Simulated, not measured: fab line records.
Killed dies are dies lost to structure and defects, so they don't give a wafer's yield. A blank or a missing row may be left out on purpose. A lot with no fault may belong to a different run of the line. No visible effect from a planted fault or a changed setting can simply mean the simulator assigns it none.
Which tool did it? | flow rit cmos | 7 lots, 21 wafers sampled, at 3 steps of a route of 202

WHAT THE GAUGES READ, wafer by wafer
RIT_PLDD_TW_MEAS_10.
lot  | measured    | on            | PLDD_TW
L496 | day 3 05:05 | film metro-03 | 2334 2340 2321
L498 | day 3 16:46 | film metro-04 | 2327 2327 2335
L500 | day 4 02:33 | film metro-04 | 2304 2307 2311
L503 | day 4 17:10 | film metro-04 | 2322 2311 2311
L508 | day 5 18:28 | film metro-01 | 1504 1505 1505 1505 1505 1505
L511 | day 6 08:07 | film metro-04 | 2328 2308 2332
L517 | day 7 15:03 | film metro-01 | 2373 2376 2379

TOOL THAT RAN EACH LOT (tool first, then ch and the chambers of the sampled wafers, then the start)
lot  | RIT_PRETRO_STRIP_09                 | RIT_PLDD_IMPLANT_08
L496 | plasma asher-02 ch 0,1, day 2 17:58 | implanter-04 ch 0, day 3 04:46
L498 | plasma asher-01 ch 0,1, day 3 04:08 | implanter-03 ch 0, day 3 16:28
L500 | plasma asher-02 ch 0,1, day 3 14:37 | implanter-02 ch 0, day 4 02:15
L503 | plasma asher-02 ch 0,1, day 4 04:08 | implanter-02 ch 0, day 4 16:52
L508 | plasma asher-01 ch 0,1, day 5 06:13 | implanter-02 ch 0, day 5 18:08
L511 | plasma asher-03 ch 0,1, day 5 20:08 | implanter-03 ch 0, day 6 07:49
L517 | plasma asher-01 ch 0,1, day 7 02:10 | implanter-04 ch 0, day 7 14:46
- RIT_PRETRO_STRIP_09: strips in O2, time 180 s.
- RIT_PLDD_IMPLANT_08

THE ANSWER, worked out from the rows above alone
Rule: usual is defined by the lots themselves. Put in order of their means at a reading, lots are off if they are a third of the lots or fewer, leave a main group of 4 or more, and stand apart from it by a gap of 3 or more times the standard deviation of the main group's means; of several such gaps the widest counts. The tables above print the reading to a certain number of digits; a main group whose means all agree to those digits is not used. A lot without any number at a reading at which 4 lots or more have one is off too. The other lots that the step has rows for count as sound.
Off: at RIT_PLDD_TW_MEAS_10 (PLDD_TW), L508. Main group: mean 2330, sd 22.
A tool fits if, at a process step before that reading, it ran every lot that is off, and no sound lot after the first of them. Gauges at RIT_PLDD_TW_MEAS_10: tried the same way as those tools. One fits: RIT_PLDD_IMPLANT_08 on implanter-02. Its last sound lot is L503 (day 4 16:52), its first lot that is off L508 (day 5 18:08): a fault that began between those two fits.

WHAT THE SIMULATOR PUT IN
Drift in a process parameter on implanter-02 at RIT_PLDD_IMPLANT_08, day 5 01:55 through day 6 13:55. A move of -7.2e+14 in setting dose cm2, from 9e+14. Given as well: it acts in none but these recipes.
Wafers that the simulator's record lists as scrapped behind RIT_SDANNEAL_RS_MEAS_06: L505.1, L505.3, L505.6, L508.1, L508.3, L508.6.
Lots struck among those shown: L508. The rule above reached the same finding.
